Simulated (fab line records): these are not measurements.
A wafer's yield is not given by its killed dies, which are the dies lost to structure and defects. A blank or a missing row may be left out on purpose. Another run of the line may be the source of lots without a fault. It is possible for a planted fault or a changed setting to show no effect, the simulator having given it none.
8D (eight disciplines) problem report, filled in by code | flow berkeley-cmos170 | the parts of the form that need people (team, actions taken, sign-off) are left out

== 1. THE ISSUE ==
At UCB170_BACKSIDE_SOFTBAKE_02, run-length-s averages 99.6 s over 6 wafers from 2 lots, while fault-free wafers read 89.3 s, standard deviation 0.31. Measured from the usual mean, that is +33 standard deviations.
The step: time 60 s.
First seen on wafer L105.2, day 8 16:07, on litho-track-03. The record holds 42 wafers of 14 lots with a number at this step. Rule for "out", or "out of limits": more than 4 standard deviations from the usual mean. The other wafers with a number count as sound.

== 2. WHAT IT IS, AND WHAT IT ISN'T ==
question                    | is                     | is not
which readings at this step | run-length-s           | -
which lots                  | L105, L110             | L100, L101, L102, L104, L106, L108, L114, L115, L117, L997, L998, L999
which wafers of those lots  | all that have a number | -
read on which tools         | litho-track-03         | litho-track-01, litho-track-02
when                        | from day 8 16:07       | up to then (27 sound wafers); but 9 sound wafers of L114, L115, L117 came after

== 3. SUSPECTS, AND WHAT RULES EACH OUT ==
Counting: any tool at a process step up to the reading is kept as a suspect provided that every lot that is out went through it and no sound lot did after the first of them.
- litho-track-03 at UCB170_BACKSIDE_SOFTBAKE_02 (time 60 s): kept. Every lot that is out went through it, starting with L105 (day 8 16:07), and after that it ran no sound lot; the last sound lot it ran before then is L104 (day 8 11:28). Its own readings are out on those wafers: run-length-s.
Left after counting: litho-track-03 at UCB170_BACKSIDE_SOFTBAKE_02.

== 4. THE CAUSE (what the simulator had put in) ==
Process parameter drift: litho-track-03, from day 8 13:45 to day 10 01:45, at UCB170_BACKSIDE_SOFTBAKE_02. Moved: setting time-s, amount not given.
Only this tool survived the counting.

== 5. THE EFFECT CHAIN, in route order ==
Each row: a reading where the mean over the struck wafers with a number is more than 3 standard deviations away from the usual. Only readings for which the record gives a usual standard deviation are gone through. hours: the time from each lot's start at the first step in this table that gives one to its start at this step, as a median over the lots. sigmas: the change in usual standard deviations.
hours | step                        | reading      | usual  | on struck wafers | change | sigmas
0     | UCB170_BACKSIDE_SOFTBAKE_02 | run-length-s | 89.3 s | 99.6             | +10.3  | +33
Process steps it contains:
- UCB170_BACKSIDE_SOFTBAKE_02: time 60 s.
At these later measuring or inspecting steps, every struck wafer for which the step has a row has a number for every such reading, and none has moved that far: UCB170_SILICIDE_THK_MEAS_03, UCB170_M1_CD_MEAS_09.

== 6. HOW IT WOULD HAVE BEEN CAUGHT EARLIER ==
The fault began at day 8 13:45; the first out-of-limits reading in this record came at day 8 16:07, 2 hours later.
